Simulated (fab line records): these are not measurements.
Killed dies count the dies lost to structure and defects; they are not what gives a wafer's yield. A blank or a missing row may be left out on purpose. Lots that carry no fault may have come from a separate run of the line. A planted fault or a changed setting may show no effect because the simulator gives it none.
Which of the tools did it? / flow rit cmos / Sampling: 14 lots, 42 wafers, 2 of 202 route steps

## WHAT THE GAUGES READ, wafer by wafer
RIT_NRETRO_TW_MEAS_10.
lot=L169; measured=day 2 11:31; on=film metro-02; NRETRO_TW=1045 1050 1044
lot=L170; measured=day 2 15:26; on=film metro-03; NRETRO_TW=1046 1043 1043
lot=L173; measured=day 3 08:42; on=film metro-03; NRETRO_TW=1054 1049 1058
lot=L174; measured=day 3 12:29; on=film metro-03; NRETRO_TW=1059 1058 1056
lot=L175; measured=day 3 17:17; on=film metro-02; NRETRO_TW=1061 1054 1054
lot=L176; measured=day 3 21:26; on=film metro-02; NRETRO_TW=1054 1054 1050
lot=L177; measured=day 4 03:06; on=film metro-01; NRETRO_TW=1107 1110 1113
lot=L178; measured=day 4 08:01; on=film metro-03; NRETRO_TW=1054 1052 1049
lot=L180; measured=day 4 19:30; on=film metro-03; NRETRO_TW=1108 1106 1107
lot=L186; measured=day 6 00:03; on=film metro-01; NRETRO_TW=1055 1057 1052
lot=L187; measured=day 6 05:20; on=film metro-02; NRETRO_TW=1041 1040 1046
lot=L188; measured=day 6 09:25; on=film metro-01; NRETRO_TW=1059 1061 1062
lot=L190; measured=day 6 20:11; on=film metro-02; NRETRO_TW=1048 1050 1054
lot=L191; measured=day 7 01:59; on=film metro-01; NRETRO_TW=1052 1056 1056

## EACH LOT AND THE TOOL THAT RAN IT (in order: tool; ch and the chambers of the sampled wafers; start)
lot=L169; RIT_NRETRO_IMPLANT_08=implanter-01 ch 0, day 2 11:12
lot=L170; RIT_NRETRO_IMPLANT_08=implanter-03 ch 0, day 2 15:09
lot=L173; RIT_NRETRO_IMPLANT_08=implanter-01 ch 0, day 3 08:22
lot=L174; RIT_NRETRO_IMPLANT_08=implanter-04 ch 0, day 3 12:11
lot=L175; RIT_NRETRO_IMPLANT_08=implanter-04 ch 0, day 3 16:57
lot=L176; RIT_NRETRO_IMPLANT_08=implanter-03 ch 0, day 3 21:07
lot=L177; RIT_NRETRO_IMPLANT_08=implanter-04 ch 0, day 4 02:47
lot=L178; RIT_NRETRO_IMPLANT_08=implanter-03 ch 0, day 4 07:43
lot=L180; RIT_NRETRO_IMPLANT_08=implanter-04 ch 0, day 4 19:10
lot=L186; RIT_NRETRO_IMPLANT_08=implanter-01 ch 0, day 5 23:43
lot=L187; RIT_NRETRO_IMPLANT_08=implanter-01 ch 0, day 6 05:01
lot=L188; RIT_NRETRO_IMPLANT_08=implanter-03 ch 0, day 6 09:05
lot=L190; RIT_NRETRO_IMPLANT_08=implanter-01 ch 0, day 6 19:52
lot=L191; RIT_NRETRO_IMPLANT_08=implanter-04 ch 0, day 7 01:41
- RIT_NRETRO_IMPLANT_08

## WHAT THE TOOLS THEMSELVES READ (means of the sampled wafers that have a number; where no wafer has one, the mark that the record gives instead)
RIT_NRETRO_IMPLANT_08.
lot=L169; tool=implanter-01; beam energy keV=69.973; faraday current uA=31.4
lot=L170; tool=implanter-03; beam energy keV=69.988; faraday current uA=32.0
lot=L173; tool=implanter-01; beam energy keV=70.000; faraday current uA=31.8
lot=L174; tool=implanter-04; beam energy keV=69.991; faraday current uA=32.1
lot=L175; tool=implanter-04; beam energy keV=69.983; faraday current uA=31.4
lot=L176; tool=implanter-03; beam energy keV=69.987; faraday current uA=31.3
lot=L177; tool=implanter-04; beam energy keV=85.402; faraday current uA=31.4
lot=L178; tool=implanter-03; beam energy keV=70.012; faraday current uA=31.4
lot=L180; tool=implanter-04; beam energy keV=85.380; faraday current uA=31.0
lot=L186; tool=implanter-01; beam energy keV=70.006; faraday current uA=32.1
lot=L187; tool=implanter-01; beam energy keV=70.010; faraday current uA=31.6
lot=L188; tool=implanter-03; beam energy keV=70.002; faraday current uA=31.8
lot=L190; tool=implanter-01; beam energy keV=70.015; faraday current uA=32.2
lot=L191; tool=implanter-04; beam energy keV=69.993; faraday current uA=31.4

## THE ANSWER, worked out from the rows above alone
Rule: what is usual is taken from the lots themselves. Put in order of their means at a reading, lots are off if they are a third of the lots or fewer, leave a main group of 4 or more, and stand apart from it by a gap of 3 or more times the standard deviation of the main group's means; of several such gaps the widest counts. A main group is skipped when, at the precision printed for the reading in the tables above, its means are all equal. A lot without any number at a reading at which 4 lots or more have one is off too. The other lots that the step has rows for count as sound. The gauges are gone through in route order, then the tools' own readings, and for those a lot's mean is taken as printed above. At the first step where some lot is off, the reading lying furthest off is the one used; lots without a number count as furthest.
Off: L177, L180, seen at RIT_NRETRO_TW_MEAS_10 (NRETRO_TW). The main group: mean 1052, standard deviation 5.3.
A tool fits if, at a process step before that reading, it ran every lot that is off, and no sound lot after the first of them. The gauges at RIT_NRETRO_TW_MEAS_10 aren't tried: what is off there is off at RIT_NRETRO_IMPLANT_08 too, on other tools, and a gauge's error can't cause that. Not one of the candidates tried fits.

## WHAT THE SIMULATOR HAD INSERTED
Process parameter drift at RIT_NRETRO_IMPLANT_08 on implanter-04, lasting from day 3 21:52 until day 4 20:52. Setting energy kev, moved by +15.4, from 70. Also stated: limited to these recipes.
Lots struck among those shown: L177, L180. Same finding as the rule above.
